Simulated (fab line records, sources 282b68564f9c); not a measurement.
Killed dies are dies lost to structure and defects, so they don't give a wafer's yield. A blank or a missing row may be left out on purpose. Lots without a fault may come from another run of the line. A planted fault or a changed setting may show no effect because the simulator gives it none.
Split-lot experiment | flow rit_cmos | 5 lots, 23 wafers read, on a route of 202 steps

THE SPLIT
At RIT_NRETRO_COAT_01 (resist thk 1300 nm), the setting resist_thk_nm was moved away from the recipe's 1300 nm on 7 of the 23 wafers read, by -5.2% to +4.9%. The other wafers ran this setting at the recipe's value.

The reading is taken at the split's own step.

THE READING
NOVOLAK_of_NRETRO_COAT_01.thk_nm (the simulator's own value, which no gauge read), in nm, at RIT_NRETRO_COAT_01 (resist thk 1300 nm). The file gives no usual value for it. The 16 wafers here that ran the recipe average 1299 nm, standard deviation 3.7 nm.

wafer  | tool, chamber at the split | resist_thk_nm as run, nm | against the recipe | NOVOLAK_of_NRETRO_COAT_01.thk_nm, nm | against lot-mates on the recipe
L081.1 | litho_track-04, 0          | 1300                     | recipe             | 1294                                 | -
L081.2 | litho_track-04, 0          | 1300                     | recipe             | 1298                                 | -
L081.3 | litho_track-04, 0          | 1300                     | recipe             | 1296                                 | -
L081.4 | litho_track-04, 0          | 1300                     | recipe             | 1293                                 | -
L081.6 | litho_track-04, 0          | 1300                     | recipe             | 1297                                 | -
L082.3 | litho_track-02, 0          | 1300                     | recipe             | 1305                                 | -
L082.5 | litho_track-02, 0          | 1300                     | recipe             | 1307                                 | -
L082.6 | litho_track-02, 0          | 1300                     | recipe             | 1300                                 | -
L083.1 | litho_track-03, 0          | 1266                     | -2.6%              | 1264                                 | -35
L083.2 | litho_track-03, 0          | 1266                     | -2.6%              | 1263                                 | -36
L083.3 | litho_track-03, 0          | 1266                     | -2.6%              | 1261                                 | -38
L083.4 | litho_track-03, 0          | 1300                     | recipe             | 1301                                 | -
L083.5 | litho_track-03, 0          | 1300                     | recipe             | 1297                                 | -
L084.1 | litho_track-02, 0          | 1300                     | recipe             | 1302                                 | -
L084.2 | litho_track-02, 0          | 1300                     | recipe             | 1297                                 | -
L084.3 | litho_track-02, 0          | 1233                     | -5.2%              | 1233                                 | -68
L084.4 | litho_track-02, 0          | 1233                     | -5.2%              | 1237                                 | -64
L084.5 | litho_track-02, 0          | 1300                     | recipe             | 1303                                 | -
L085.1 | litho_track-02, 0          | 1300                     | recipe             | 1302                                 | -
L085.2 | litho_track-02, 0          | 1364                     | +4.9%              | 1363                                 | +63
L085.5 | litho_track-02, 0          | 1364                     | +4.9%              | 1363                                 | +63
L085.4 | litho_track-02, 0          | 1300                     | recipe             | 1298                                 | -
L085.6 | litho_track-02, 0          | 1300                     | recipe             | 1301                                 | -

THE FIT
A straight line over all 23 wafers: NOVOLAK_of_NRETRO_COAT_01.thk_nm changes by +12.9 nm for each +1% of resist_thk_nm; r = +0.99; the points scatter about the line by 3.6 nm.
The same after taking each lot's own level away (the mean of its wafers on the recipe; 23 wafers): +12.9 nm for each +1%; r = +1.00; scatter 2.3 nm.
On that fit, the largest move of resist_thk_nm shifts the reading by 67 nm.
The lots' own levels span 1295.6 to 1304.0 nm, that is 2.2 times the standard deviation above.
So the lot-to-lot level changes the slope little: the two slopes agree.
Check: with one of the wafers moved furthest among these (-5.2%) left out of the fit, the line predicts -66.6 nm for it against its lot-mates. It came out at -67.7 nm against them.

OTHER SPLITS ON THESE WAFERS
These wafers also went through other splits before the reading. Each is held against what the fit with the lots' levels taken away leaves over:
other split on the same wafers      | wafers away from the commonest value | r with NOVOLAK_of_NRETRO_COAT_01.thk_nm (lot level and that fit taken away)
RIT_ACTIVE_CVD_03 sih2cl2_flow_sccm | 18                                   | +0.26
RIT_FOX2_OXIDATION_00 temp_c        | 15                                   | +0.20
RIT_NWELL_IMPLANT_08 dose_cm2       | 10                                   | +0.01
RIT_PWELL_IMPLANT_08 energy_kev     | 11                                   | +0.17

THE FILE'S OWN FIT
NOVOLAK_of_NRETRO_COAT_01.thk_nm changes by +12.9 nm for each +1% of resist_thk_nm, r = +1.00.
